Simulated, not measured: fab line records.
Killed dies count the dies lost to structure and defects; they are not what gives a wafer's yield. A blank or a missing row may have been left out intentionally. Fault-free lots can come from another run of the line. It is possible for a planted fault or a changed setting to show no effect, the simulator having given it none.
Which tool did it?	flow rit_cmos	7 lots with 21 wafers sampled at 2 steps, on a route of 202 steps

== WHAT THE GAUGES SHOWED, per wafer ==
RIT_PRETRO_TW_MEAS_10.
lot	measured	on	PRETRO_TW
L274	day 2 14:44	film_metro-02	467 467 467
L278	day 3 14:35	film_metro-02	409 412 410
L281	day 4 02:59	film_metro-03	476 478 478
L286	day 5 02:47	film_metro-03	474 473 475
L290	day 5 23:42	film_metro-03	477 476 474
L294	day 6 19:04	film_metro-04	482 482 482
L296	day 7 04:28	film_metro-03	475 477 474

== EACH LOT AND THE TOOL THAT RAN IT (in order: tool; ch and the chambers of the sampled wafers; start) ==
lot	RIT_PRETRO_IMPLANT_08
L274	implanter-02 ch 0, day 2 14:26
L278	implanter-02 ch 0, day 3 14:16
L281	implanter-04 ch 0, day 4 02:41
L286	implanter-04 ch 0, day 5 02:29
L290	implanter-04 ch 0, day 5 23:25
L294	implanter-01 ch 0, day 6 18:44
L296	implanter-04 ch 0, day 7 04:09
- RIT_PRETRO_IMPLANT_08

== THE ANSWER, worked out from the rows above alone ==
Rule: what is usual is taken from the lots themselves. The widest of any qualifying gaps counts: lots, ordered by their means at a reading, are off when they make up no more than a third of the lots, leave a main group of 4 or more, and stand apart from it by 3 or more times the standard deviation of that group's means. If all means in a main group match to the digits the tables above print for the reading, that group is not used. A lot without any number at a reading at which 4 lots or more have one is off too. Where the step has rows for the other lots, those lots are counted as sound.
Off: L278, at RIT_PRETRO_TW_MEAS_10 (PRETRO_TW). The main group has a mean of 475 with a standard deviation of 4.5.
A tool fits if, at a process step before that reading, it ran every lot that is off, and no sound lot after the first of them. Those tools and the gauges at RIT_PRETRO_TW_MEAS_10 are tried in the same way. 2 tools fit, implanter-02 at RIT_PRETRO_IMPLANT_08 and film_metro-02 at RIT_PRETRO_TW_MEAS_10, so this cannot tell which one it is.

== WHAT HAD BEEN PUT IN BY THE SIMULATOR ==
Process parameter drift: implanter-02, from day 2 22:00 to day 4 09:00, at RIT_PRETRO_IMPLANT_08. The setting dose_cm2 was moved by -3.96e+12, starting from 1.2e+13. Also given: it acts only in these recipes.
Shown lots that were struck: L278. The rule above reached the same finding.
